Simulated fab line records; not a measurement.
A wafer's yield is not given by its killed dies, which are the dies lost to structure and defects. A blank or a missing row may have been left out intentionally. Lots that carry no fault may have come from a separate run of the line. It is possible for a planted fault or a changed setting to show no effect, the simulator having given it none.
A lot that was struck, set against a sound lot + flow rit-cmos + 43 out of 202 route steps
Sound: the wafers L417.2, L417.3, L417.6. Wafers L423.2, L423.3, L423.5 were the ones struck. Last of all comes the cause.
Each step with rows lists, per side, the tool, then ch with its chambers, then its first start. Under that, the readings that differ: sound wafers + struck wafers + difference of the means + sigmas: that difference in standard deviations of wafers without a fault.
alike: same words and numbers on both sides, and readings whose means sit less than 2 such deviations apart. not compared: any withheld reading, any reading some wafer has no value for, any bound like >300 that may hide the same value, and any number with overlapping values for which the record gives no deviation.
Wherever a step has rows on one side only, a row that says differs or no value, or a row with sigmas, the two part there. Numbers that don't overlap but have no deviation are shown without sigmas and don't part them. A reading that every wafer of one side lacks parts them only if that side has two wafers or more.

first, 2 steps without rows for these wafers: RIT_NLDD_HARDBAKE_07 (time 60 s); RIT_NLDD_IMPLANT_08.
RIT_NLDD_STRIP_09: strips in O2, time 180 s.
  sound on plasma-asher-04 ch 0,1, day 4 15:34; struck on plasma-asher-03 ch 0,1, day 5 20:20
  alike: drypump-motor-current-A, rf-refl-power-W
  not compared: rf-hours-counter-h
RIT_NLDD_TW_MEAS_10:
  sound on film-metro-04, day 4 15:46; struck on film-metro-04, day 5 20:31
  alike: NLDD_TW
then, 6 steps without rows for these wafers: RIT_PLDD_HMDS_00 (prime time 60 s); RIT_PLDD_COAT_01 (resist thk 1013 nm); RIT_PLDD_SOFTBAKE_02 (time 60 s); RIT_PLDD_EXPOSE_03 (exposes mask M8, target cd 40900 nm); RIT_PLDD_PEB_04; RIT_PLDD_DEVELOP_05 (develop time 50 s).
RIT_PLDD_OVL_MEAS_06:
  sound on overlay-02, day 4 16:47; struck on overlay-02, day 5 21:26
  alike: PLDD_OVL
then, 1 step without rows for these wafers: RIT_PLDD_HARDBAKE_07 (time 60 s).
RIT_PLDD_IMPLANT_08:
  sound on implanter-03 ch 0, day 4 16:59; struck on implanter-03 ch 0, day 5 21:38
| reading                          | sound                         | struck                        | difference | sigmas      |
|----------------------------------|-------------------------------|-------------------------------|------------|-------------|
| dose-ions-cm2                    | 8.982e+14 8.976e+14 8.995e+14 | 4.145e+14 4.132e+14 4.137e+14 | -4.846e+14 | -99 or more |
| end-station-pressure-torr (Torr) | 7.3e-06 7.4e-06 7e-06         | 5.4e-06 6.4e-06 5.9e-06       | -1.3e-06   | -4          |
| faraday-current-uA               | 2900 2825 2870                | 1295 1277 1257                | -1589      | -27         |
  alike: beam-on-s
RIT_PLDD_STRIP_09: strips in O2, time 180 s.
  sound on plasma-asher-02 ch 0,1, day 4 17:07; struck on plasma-asher-02 ch 0,1, day 5 21:46
  alike: drypump-motor-current-A, rf-refl-power-W
  not compared: rf-hours-counter-h
RIT_PLDD_TW_MEAS_10:
  sound on film-metro-04, day 4 17:18; struck on film-metro-04, day 5 22:10
| reading | sound          | struck         | difference | sigmas |
|---------|----------------|----------------|------------|--------|
| PLDD_TW | 2318 2327 2314 | 1885 1888 1884 | -434       | -36    |
  not compared: hold
then, 3 steps without rows for these wafers: RIT_SPACER_CLEAN_01 (cleans in dHF, time 30 s); RIT_SPACER_CLEAN_02 (cleans in SC2, time 600 s); RIT_SPACER_CVD_03 (deposits Si3N4 from SiH2Cl2/NH3, target thk 250 nm, time 3300 s).
RIT_SPACER_THK_MEAS_04:
  sound on film-metro-02, day 4 19:39; struck on film-metro-01, day 6 12:37
  alike: SPACER_NITRIDE_THK
RIT_SPACER_ETCHBACK_05: etches Si3N4 in SF6/CHF3, stops on SiO2, target depth 250 nm, time 230.9 s.
  sound on rie-diel-01 ch 0,1,2, day 4 19:42; struck on rie-diel-02 ch 0,1, day 6 12:40
| reading                     | sound       | struck      | difference | sigmas |
|-----------------------------|-------------|-------------|------------|--------|
| drypump-motor-current-A (A) | 6.6 5.7 5.5 | 4.9 5.3 4.9 | -0.9       | -2     |
  alike: oes-product-au, throttle-valve-pct
  not compared: rf-hours-counter-h
then, 6 steps without rows for these wafers: RIT_NSD_HMDS_00 (prime time 60 s); RIT_NSD_COAT_01 (resist thk 1000 nm); RIT_NSD_SOFTBAKE_02 (time 60 s); RIT_NSD_EXPOSE_03 (exposes mask M9, target cd 40700 nm); RIT_NSD_PEB_04; RIT_NSD_DEVELOP_05 (develop time 50 s).
RIT_NSD_OVL_MEAS_06:
  sound on overlay-02, day 4 20:42; struck on overlay-02, day 6 13:40
| reading      | sound          | struck      | difference | sigmas |
|--------------|----------------|-------------|------------|--------|
| NSD_OVL (nm) | -3.5 -3.7 -3.6 | 0.9 0.0 0.3 | +4.0       | +2     |
then, 2 steps without rows for these wafers: RIT_NSD_HARDBAKE_07 (time 60 s); RIT_NSD_IMPLANT_08.
RIT_NSD_STRIP_09: strips in O2, time 180 s.
  sound on plasma-asher-04 ch 0,1, day 4 21:02; struck on plasma-asher-04 ch 0,1, day 6 14:00
  alike: drypump-motor-current-A, rf-refl-power-W
  not compared: rf-hours-counter-h
RIT_NSD_TW_MEAS_10:
  sound on film-metro-03, day 4 21:13; struck on film-metro-03, day 6 14:11
  alike: NSD_TW
then, 6 steps without rows for these wafers: RIT_PSD_HMDS_00 (prime time 60 s); RIT_PSD_COAT_01 (resist thk 1000 nm); RIT_PSD_SOFTBAKE_02 (time 60 s); RIT_PSD_EXPOSE_03 (exposes mask M10, target cd 40900 nm); RIT_PSD_PEB_04; RIT_PSD_DEVELOP_05 (develop time 50 s).
RIT_PSD_OVL_MEAS_06:
  sound on overlay-01, day 4 22:15; struck on overlay-01, day 6 15:05
  alike: PSD_OVL
then, 2 steps without rows for these wafers: RIT_PSD_HARDBAKE_07 (time 60 s); RIT_PSD_IMPLANT_08.
RIT_PSD_STRIP_09: strips in O2, time 180 s.
  sound on plasma-asher-01 ch 1, day 4 22:35; struck on plasma-asher-02 ch 0,1, day 6 15:25
  alike: drypump-motor-current-A, rf-refl-power-W
  not compared: rf-hours-counter-h
RIT_SDANNEAL_RS_MEAS_06: measures by four-point-probe.
  sound on film-metro-04, day 4 23:30; struck on film-metro-04, day 6 16:38
| reading          | sound             | struck            | difference | sigmas      |
|------------------|-------------------|-------------------|------------|-------------|
| PLDD_RS (ohm/sq) | 178.4 178.2 178.6 | 299.3 298.2 299.7 | +120.7     | +99 or more |
  not compared: hold
RIT_M1_PROBE_99:
  rows exist in the record for the sound wafers here (prober-01, day 5 06:43), none for the struck ones

## WHERE THEY PART
First at RIT_PLDD_IMPLANT_08; last, within this record, at RIT_M1_PROBE_99.

WHY: what the simulator had put in
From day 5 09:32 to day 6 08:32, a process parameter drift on implanter-03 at RIT_PLDD_IMPLANT_08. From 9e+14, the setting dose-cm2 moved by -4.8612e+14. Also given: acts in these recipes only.
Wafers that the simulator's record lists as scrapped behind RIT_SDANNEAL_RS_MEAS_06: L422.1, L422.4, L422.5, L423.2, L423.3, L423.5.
